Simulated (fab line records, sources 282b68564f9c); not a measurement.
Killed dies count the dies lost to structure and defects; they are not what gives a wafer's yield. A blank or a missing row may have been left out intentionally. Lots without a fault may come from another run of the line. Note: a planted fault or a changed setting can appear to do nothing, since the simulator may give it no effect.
What tool caused it? + flow rit cmos + 7 lots with 21 wafers sampled at 2 steps, on a route of 202 steps

WHAT THE GAUGES READ, wafer by wafer
RIT_PWELL_OVL_MEAS_06.
| lot  | measured    | on         | PWELL_OVL (nm)    |
|------|-------------|------------|-------------------|
| L246 | day 2 03:12 | overlay-02 | 1.0 -0.7 -1.4     |
| L249 | day 2 18:44 | overlay-02 | 2.4 1.8 2.2       |
| L253 | day 3 14:02 | overlay-02 | 0.9 -0.6 -0.2     |
| L255 | day 4 01:31 | overlay-02 | 0.6 0.9 1.5       |
| L257 | day 4 10:50 | overlay-01 | -1.2 -0.7 0.0     |
| L259 | day 4 20:40 | overlay-02 | 1.2 0.2 0.8       |
| L265 | day 6 03:44 | overlay-01 | 360.7 363.4 360.6 |

EACH LOT AND THE TOOL THAT RAN IT (in order: tool; ch and the chambers of the sampled wafers; start)
| lot  | RIT_PWELL_EXPOSE_03                |
|------|------------------------------------|
| L246 | iline stepper-01 ch 0, day 2 02:47 |
| L249 | iline stepper-02 ch 0, day 2 18:21 |
| L253 | iline stepper-02 ch 0, day 3 13:36 |
| L255 | iline stepper-01 ch 0, day 4 01:05 |
| L257 | iline stepper-01 ch 0, day 4 10:25 |
| L259 | iline stepper-02 ch 0, day 4 20:14 |
| L265 | iline stepper-02 ch 0, day 6 03:18 |
- RIT_PWELL_EXPOSE_03: exposes mask M3, target cd 43700 nm.

THE ANSWER, worked out from the rows above alone
Rule: the usual values come from the lots themselves. Put in order of their means at a reading, lots are off if they are a third of the lots or fewer, leave a main group of 4 or more, and stand apart from it by a gap of 3 or more times the standard deviation of the main group's means; of several such gaps the widest counts. A main group whose means are all the same, to the digits that the tables above print for the reading, isn't used. Also off: a lot with no number at a reading for which 4 or more lots have one. Any other lot the step has rows for is counted as sound.
Off: L265, at RIT_PWELL_OVL_MEAS_06 (PWELL_OVL). The main group: mean 0.5 nm, standard deviation 0.93.
A tool fits if, at a process step before that reading, it ran every lot that is off, and no sound lot after the first of them. Gauges at RIT_PWELL_OVL_MEAS_06: tried the same way as those tools. Can't be told from this: 2 tools fit, iline stepper-02 at RIT_PWELL_EXPOSE_03, overlay-01 at RIT_PWELL_OVL_MEAS_06.

WHAT THE SIMULATOR HAD INSERTED
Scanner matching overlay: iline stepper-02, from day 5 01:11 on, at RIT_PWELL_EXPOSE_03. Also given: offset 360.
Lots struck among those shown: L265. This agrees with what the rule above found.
